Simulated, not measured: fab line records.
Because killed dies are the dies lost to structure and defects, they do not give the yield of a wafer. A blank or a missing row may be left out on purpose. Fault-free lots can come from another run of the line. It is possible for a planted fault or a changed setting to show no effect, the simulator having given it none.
Split-lot study | flow berkeley-cmos170 | 5 lots, 23 wafers read, on a route of 331 steps

THE SPLIT
At UCB170_V1_EXPOSE_09 (exposes mask VIA1, target cd 700 nm), the setting dose-mj was moved away from the recipe's 37 on 7 of the 23 wafers read, by +4.6% to +4.7%. For the rest of the wafers, this setting stayed at what the recipe calls for.

FROM THE SPLIT TO THE READING: what the file shows between them, 5 steps
- UCB170_V1_PEB_10
- UCB170_V1_DEVELOP_11: develop time 45 s
- UCB170_V1_CD_MEAS_12: target cd 700 nm
- UCB170_V1_ETCH_14: etches SiO2 in CHF3/CF4/Ar, stops on Al, target depth 1250 nm, time 291 s
- UCB170_V1_STRIP_15: strips in O2

THE READING
cd-nm, in nm, at UCB170_V1_CD_MEAS_90 (target cd 700 nm). Typical for fault-free wafers on this fab line: 700.2 nm, with standard deviation 1.5 nm.

wafer  | tool, chamber at the split | dose-mj as run | against the recipe | cd-nm, nm | against lot-mates on the recipe
L075.1 | krf-scanner-02, 0          | 37             | recipe             | 701.3     | -
L075.2 | krf-scanner-02, 0          | 37             | recipe             | 700.3     | -
L075.4 | krf-scanner-02, 0          | 38.74          | +4.7%              | 707.7     | +7.5
L075.5 | krf-scanner-02, 0          | 37             | recipe             | 699.1     | -
L075.6 | krf-scanner-02, 0          | 38.74          | +4.7%              | 709.4     | +9.2
L078.1 | krf-scanner-02, 0          | 37             | recipe             | 701.9     | -
L078.3 | krf-scanner-02, 0          | 37             | recipe             | 700.9     | -
L078.4 | krf-scanner-02, 0          | 37             | recipe             | 704.2     | -
L078.5 | krf-scanner-02, 0          | 37             | recipe             | 699.6     | -
L078.6 | krf-scanner-02, 0          | 37             | recipe             | 705.1     | -
L080.1 | krf-scanner-02, 0          | 38.72          | +4.6%              | 709.6     | +9.0
L080.2 | krf-scanner-02, 0          | 38.72          | +4.6%              | 708.1     | +7.5
L080.4 | krf-scanner-02, 0          | 37             | recipe             | 702.4     | -
L080.5 | krf-scanner-02, 0          | 38.72          | +4.6%              | 709.3     | +8.6
L080.6 | krf-scanner-02, 0          | 37             | recipe             | 698.9     | -
L083.3 | krf-scanner-01, 0          | 37             | recipe             | 699.0     | -
L083.4 | krf-scanner-01, 0          | 37             | recipe             | 699.2     | -
L083.5 | krf-scanner-01, 0          | 37             | recipe             | 700.3     | -
L084.1 | krf-scanner-02, 0          | 37             | recipe             | 699.2     | -
L084.2 | krf-scanner-02, 0          | 38.71          | +4.6%              | 709.4     | +8.5
L084.3 | krf-scanner-02, 0          | 37             | recipe             | 702.2     | -
L084.5 | krf-scanner-02, 0          | 38.71          | +4.6%              | 708.2     | +7.3
L084.6 | krf-scanner-02, 0          | 37             | recipe             | 701.4     | -

FIT RESULTS
A straight line over all 23 wafers: cd-nm changes by +1.69 nm for each +1% of dose-mj; r = +0.92; the points scatter about the line by 1.6 nm.
The same after taking each lot's own level away (the mean of its wafers on the recipe; 23 wafers): +1.76 nm for each +1%; r = +0.95; scatter 1.4 nm.
The reading moves by 8.3 nm for the largest change in dose-mj, on that fit.
From 699.50 to 702.34 nm: that is the span of the lots' own levels, equal to 1.9 times the standard deviation above.
Hence the lot-to-lot level has little effect on the slope; both slopes agree.
Check: +8.42 nm against its lot-mates is what the line predicts for one of the wafers moved furthest among these (+4.7%) when that wafer is left out of the fit. It came out at +7.47 nm against them.

OTHER SPLITS APPLIED TO THESE WAFERS
Other splits were also applied to these wafers ahead of the reading. Each is held against what the fit with the lots' levels taken away leaves over:
other split on the same wafers       | wafers away from the commonest value | r with cd-nm (lot level and that fit taken away)
UCB170_CONTACT_CVD_01 o2-flow-sccm   | 15                                   | +0.05
UCB170_CONTACT_COAT_10 resist-thk-nm | 6                                    | +0.38
UCB170_CONTACT_EXPOSE_12 dose-mj     | 8                                    | +0.00
UCB170_M1_SPUTTER_00 time-s          | 9                                    | +0.01

THE WHOLE CHAIN: every reading that the file lists as answering this split, in the file's order
step                 | what it does                                                              | reading                                                   | change (the file's fit)              | r (the file's)
UCB170_V1_CD_MEAS_12 | target cd 700 nm                                                          | cd-nm                                                     | +1.72 nm for each +1% of the setting | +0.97
UCB170_V1_ETCH_14    | etches SiO2 in CHF3/CF4/Ar, stops on Al, target depth 1250 nm, time 291 s | V1.cd-nm (the simulator's own value, which no gauge read) | +1.74 nm for each +1% of the setting | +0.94
UCB170_V1_CD_MEAS_90 | target cd 700 nm                                                          | cd-nm                                                     | +1.75 nm for each +1% of the setting | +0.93

FILE'S OWN FIT
cd-nm changes by +1.75 nm for each +1% of dose-mj, r = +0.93.
